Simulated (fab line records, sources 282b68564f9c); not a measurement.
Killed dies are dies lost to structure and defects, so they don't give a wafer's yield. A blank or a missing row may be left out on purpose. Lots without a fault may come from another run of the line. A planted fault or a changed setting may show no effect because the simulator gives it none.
One fault seen from 2 desks | flow rit_cmos | each desk has only its own numbers; what lay behind them comes last

THE METROLOGY DESK
What the gauges read, lot by lot, whatever tool the lot ran on: means of the sampled wafers that have a number. A lot is out of limits, marked OUT, if its mean lies more than 4 standard deviations from the usual mean; the brackets give that distance.
Columns: A = cd_nm at RIT_GATE_CD_MEAS_16, usual 148.7 nm
lot  | first seen here | A
L901 | day 2 18:31     | 150.8
L902 | day 2 23:35     | 147.6
L903 | day 3 02:34     | 148.3
L904 | day 3 08:40     | 148.8
L905 | day 3 13:05     | 151.8
L906 | day 3 18:17     | 147.3
L907 | day 3 23:21     | 144.2
L911 | day 4 19:26     | 147.8
L914 | day 5 11:02     | 146.2
L913 | day 5 11:28     | 159.9 (+4.5) OUT
L915 | day 5 14:58     | 161.4 (+5.1) OUT
L919 | day 6 11:16     | 146.4
L920 | day 6 16:03     | 150.6
L922 | day 7 03:06     | 144.0
This desk's finding: out of limits on L913, L915; first on L913, day 5 11:28 (cd_nm at RIT_GATE_CD_MEAS_16). In limits: L901, L902, L903, L904, L905, L906, L907, L911, L914, L919, L920, L922.

THE TOOL OWNER'S DESK: litho_track-04
The tool's own readings at RIT_GATE_COAT_11 (resist thk 850 nm): means of the sampled wafers that have a number, for each lot that ran on this tool. A lot is out of limits, marked OUT, if its mean lies more than 4 standard deviations from the usual mean; the brackets give that distance.
Columns: A = chill_plate_temp_C at RIT_GATE_COAT_11, usual 23.01 C; B = spin_speed_rpm at RIT_GATE_COAT_11, usual 4249.7 rpm
lot  | first seen here | A     | B
L903 | day 3 01:52     | 22.96 | 4249.7
L904 | day 3 07:58     | 22.96 | 4246.3
L907 | day 3 22:32     | 23.11 | 4246.6
L911 | day 4 18:26     | 22.96 | 4247.8
L913 | day 5 10:38     | 23.01 | 3641.7 (-99 or more) OUT
L915 | day 5 14:16     | 23.08 | 3640.9 (-99 or more) OUT
This desk's finding: out of limits on L913, L915; first on L913, day 5 10:38 (spin_speed_rpm at RIT_GATE_COAT_11). In limits: L903, L904, L907, L911.

PUT TOGETHER
The tool owner's desk could have raised an alarm at day 5 10:38, on L913, L915.
The metrology desk could have raised an alarm at day 5 11:28, on L913, L915.
Of the lots named, all ran RIT_GATE_COAT_11 on litho_track-04.

WHAT THE SIMULATOR HAD PUT IN
Process parameter drift: litho_track-04, from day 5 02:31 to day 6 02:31, at RIT_GATE_COAT_11. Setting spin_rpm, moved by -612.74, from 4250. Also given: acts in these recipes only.
Lots struck among those shown: L913, L915.
Hours from the fault's start to each desk's first reading out of limits: the tool owner's desk, 8; the metrology desk, 9.
